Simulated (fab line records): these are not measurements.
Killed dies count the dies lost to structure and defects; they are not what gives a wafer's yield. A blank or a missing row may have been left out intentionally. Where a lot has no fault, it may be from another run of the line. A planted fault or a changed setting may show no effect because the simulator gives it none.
One fault through the eyes of 2 desks	flow berkeley cmos170	every desk sees just its own numbers, and what lay behind them comes last

== FOR THE TOOL OWNER'S DESK: implanter-01 ==
The tool's own readings at UCB170_PLDD_IMPLANT_08: means of the sampled wafers that have a number, for each lot that ran on this tool. If a lot's mean is further than 4 standard deviations from the usual mean, the lot is out of limits and carries the mark OUT (the distance appears in the brackets).
Columns: A = dose ions cm2 at UCB170_PLDD_IMPLANT_08, usual 5e+13; B = faraday current uA at UCB170_PLDD_IMPLANT_08, usual 158; C = rotation deg at UCB170_PLDD_IMPLANT_08, usual 0.001 degrees
lot	first seen here	A	B	C
L411	day 7 00:54	5e+13	161	0.030
L413	day 7 02:58	5e+13	158	0.023
L418	day 8 09:58	7e+13 (+99 or more) OUT	202 (+11) OUT	-0.017
L420	day 9 02:39	7e+13 (+99 or more) OUT	212 (+14) OUT	0.010
This desk's finding: out of limits on L418, L420; first on L418, day 8 09:58 (dose ions cm2 at UCB170_PLDD_IMPLANT_08). L411, L413: within limits.

== METROLOGY DESK ==
What the gauges read, lot by lot, whatever tool the lot ran on: means of the sampled wafers that have a number. If a lot's mean is further than 4 standard deviations from the usual mean, the lot is out of limits and carries the mark OUT (the distance appears in the brackets).
Columns: A = PLDD_TW at UCB170_PLDD_TW_MEAS_11, usual 1018; B = PLDD_RS at UCB170_SDANNEAL_RS_MEAS_04, usual 1031.3 ohm/sq
lot	first seen here	A	B
L411	day 7 01:17	1016	1033.5
L413	day 7 03:22	1020	1029.5
L415	day 8 01:10	1026	1031.1
L417	day 8 08:47	1023	1030.2
L418	day 8 10:22	1057 (+5.3) OUT	925.0 (-39) OUT
L422	day 9 02:26	1017	1026.7
L423	day 9 02:55	1011	1034.9
L420	day 9 03:03	1060 (+5.8) OUT	923.4 (-40) OUT
L425	day 9 18:03	1014	1034.4
L424	day 10 05:17	1027	1029.6
L428	day 10 10:20	1006	1030.5
L432	day 10 16:02	1026	1032.1
L430	day 10 17:01	1005	1029.3
L433	day 11 11:11	1012	1029.6
This desk finds L418, L420 out of limits, with the earliest case on L418 at day 8 10:22 (PLDD_TW at UCB170_PLDD_TW_MEAS_11). L411, L413, L415, L417, L422, L423, L425, L424, L428, L432, L430, L433: within limits.

== ALL TOGETHER ==
The tool owner's desk could have raised an alarm at day 8 09:58, on L418, L420.
L418, L420 would have let the metrology desk raise an alarm at day 8 10:22.
UCB170_PLDD_IMPLANT_08 was run on implanter-01 by each of the lots named.

== WHAT WAS PUT IN BY THE SIMULATOR ==
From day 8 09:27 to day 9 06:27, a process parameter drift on implanter-01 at UCB170_PLDD_IMPLANT_08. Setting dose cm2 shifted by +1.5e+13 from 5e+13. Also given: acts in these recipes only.
Lots struck among those shown: L418, L420.
Counting hours from when the fault started, the first reading out of limits came at 1 for the tool owner's desk and at 1 for the metrology desk.
